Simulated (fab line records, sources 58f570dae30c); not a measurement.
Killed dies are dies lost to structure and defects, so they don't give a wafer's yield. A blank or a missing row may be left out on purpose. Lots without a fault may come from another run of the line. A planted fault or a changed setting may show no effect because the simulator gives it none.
Chamber matching | flow berkeley_cmos170 | UCB170_M2_ETCH_17 on rie_diel-02: 4 sister chambers
The step etches BARC in N2/H2. 18 wafers are shown with their chamber, then 9 later ones without.

WAFERS WITH THEIR CHAMBER
wafer  | chamber | drypump_motor_current_A (A) | throttle_valve_pct (%) | oes_product_au (a.u.)
L075.2 | 3       | 5.8                         | 13.55                  | 1.033
L075.4 | 0       | 6.0                         | 13.49                  | 1.035
L075.6 | 3       | 5.8                         | 13.52                  | 1.059
L078.2 | 2       | 5.4                         | 13.58                  | 1.008
L078.5 | 1       | 5.2                         | 13.23                  | 0.971
L078.6 | 0       | 6.1                         | 13.49                  | 1.043
L085.1 | 2       | 5.4                         | 13.60                  | 0.998
L085.3 | 1       | 5.2                         | 13.21                  | 0.974
L085.6 | 0       | 6.1                         | 13.48                  | 1.026
L084.1 | 2       | 5.4                         | 13.58                  | 1.002
L084.2 | 0       | 6.0                         | 13.48                  | 1.041
L084.6 | 3       | 5.8                         | 13.54                  | 1.056
L090.3 | 3       | 5.8                         | 13.53                  | 1.051
L090.4 | 1       | 5.2                         | 13.22                  | 0.986
L090.6 | 1       | 5.2                         | 13.22                  | 0.979
L092.4 | 0       | 6.0                         | 13.47                  | 1.023
L092.5 | 2       | 5.4                         | 13.59                  | 1.007
L092.6 | 3       | 5.8                         | 13.53                  | 1.040

SIGNATURES (means of the wafers above)
reading                 | chamber 0 | chamber 1 | chamber 2 | chamber 3 | scatter within a chamber
drypump_motor_current_A | 6.040     | 5.200     | 5.400     | 5.800     | 0.0293
throttle_valve_pct      | 13.4820   | 13.2200   | 13.5875   | 13.5340   | 0.00954
oes_product_au          | 1.03360   | 0.97750   | 1.00375   | 1.04780   | 0.00842
Rule: a wafer's distance from a chamber is the root of the sum, over the readings, of the square of ((its reading less the chamber's mean) divided by the reading's scatter). The wafer belongs to the nearest chamber; if the next one is less than 2 further off, it can't be placed. The scatter: the root of (the sum of the squares of (reading less its chamber's mean) over the shown wafers, divided by (wafers less chambers)).

WAFERS WITHOUT THEIR CHAMBER
wafer  | drypump_motor_current_A (A) | throttle_valve_pct (%) | oes_product_au (a.u.)
L096.1 | 5.8                         | 13.53                  | 1.045
L096.2 | 6.1                         | 13.47                  | 1.018
L096.4 | 6.0                         | 13.49                  | 1.015
L097.1 | 5.4                         | 13.56                  | 1.001
L097.2 | 6.1                         | 13.48                  | 1.018
L097.5 | 5.3                         | 13.58                  | 1.005
L095.1 | 5.8                         | 13.53                  | 1.041
L095.3 | 5.2                         | 13.22                  | 0.976
L095.5 | 5.4                         | 13.57                  | 0.999

WHICH CHAMBER EACH WENT THROUGH
wafer  | from the rows above | in truth
L096.1 | 3                   | 3
L096.2 | 0                   | 0
L096.4 | 0                   | 0
L097.1 | 2                   | 2
L097.2 | 0                   | 0
L097.5 | 2                   | 2
L095.1 | 3                   | 3
L095.3 | 1                   | 1
L095.5 | 2                   | 2
Placed correctly: 9 of 9. Can't be placed from these rows: 0. Placed wrongly: 0.
